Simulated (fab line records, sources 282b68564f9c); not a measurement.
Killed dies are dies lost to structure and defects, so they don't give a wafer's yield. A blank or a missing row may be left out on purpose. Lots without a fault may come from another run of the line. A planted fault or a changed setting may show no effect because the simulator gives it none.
One fault seen from 2 desks | flow rit_cmos | each desk has only its own numbers; what lay behind them comes last

THE TOOL OWNER'S DESK: lpcvd-02
The tool's own readings at RIT_GATE_CVD_08 (deposits poly-Si from SiH4, target thk 250 nm, time 2220 s): means of the sampled wafers that have a number, for each lot that ran on this tool. A lot is out of limits, marked OUT, if its mean lies more than 4 standard deviations from the usual mean; the brackets give that distance.
Columns: A = spike_tc_centre_C at RIT_GATE_CVD_08, usual 611.9 C; B = spike_tc_source_C at RIT_GATE_CVD_08, usual 631.1 C; C = susceptor_temp_C at RIT_GATE_CVD_08, usual 609.97 C
lot  | first seen here | A                | B     | C
L794 | day 2 20:35     | 614.0            | 635.1 | 610.00
L795 | day 3 00:16     | 613.3            | 634.4 | 609.98
L798 | day 3 12:49     | 605.5 (-4.5) OUT | 622.3 | 604.44 (-24) OUT
L800 | day 3 20:43     | 605.7 (-4.4) OUT | 622.0 | 604.40 (-24) OUT
L814 | day 6 18:41     | 611.6            | 626.8 | 610.19
L815 | day 6 23:42     | 612.1            | 628.1 | 609.66
This desk's finding: out of limits on L798, L800; first on L798, day 3 12:49 (spike_tc_centre_C at RIT_GATE_CVD_08). In limits: L794, L795, L814, L815.

THE METROLOGY DESK
What the gauges read, lot by lot, whatever tool the lot ran on: means of the sampled wafers that have a number. A lot is out of limits, marked OUT, if its mean lies more than 4 standard deviations from the usual mean; the brackets give that distance.
Columns: A = GATE_POLY_THK at RIT_GATE_THK_MEAS_09, usual 249.7 nm
lot  | first seen here | A
L793 | day 2 20:53     | 250.9
L794 | day 2 22:12     | 249.9
L795 | day 3 02:42     | 245.0
L798 | day 3 14:28     | 220.3 (-14) OUT
L800 | day 3 22:19     | 213.9 (-17) OUT
L801 | day 4 04:05     | 252.1
L806 | day 5 03:59     | 251.7
L808 | day 5 13:43     | 249.4
L809 | day 5 19:19     | 250.0
L811 | day 6 05:01     | 252.4
L812 | day 6 10:09     | 249.3
L814 | day 6 20:19     | 250.8
L815 | day 7 01:19     | 249.1
L816 | day 7 06:28     | 249.4
This desk's finding: out of limits on L798, L800; first on L798, day 3 14:28 (GATE_POLY_THK at RIT_GATE_THK_MEAS_09). In limits: L793, L794, L795, L801, L806, L808, L809, L811, L812, L814, L815, L816.

PUT TOGETHER
The tool owner's desk could have raised an alarm at day 3 12:49, on L798, L800.
The metrology desk could have raised an alarm at day 3 14:28, on L798, L800.
Of the lots named, all ran RIT_GATE_CVD_08 on lpcvd-02.

WHAT THE SIMULATOR HAD PUT IN
Process parameter drift: lpcvd-02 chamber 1, from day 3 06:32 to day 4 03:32, at RIT_GATE_CVD_08. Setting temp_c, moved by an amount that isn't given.
Lots struck among those shown: L798, L800.
Hours from the fault's start to each desk's first reading out of limits: the tool owner's desk, 6; the metrology desk, 8.
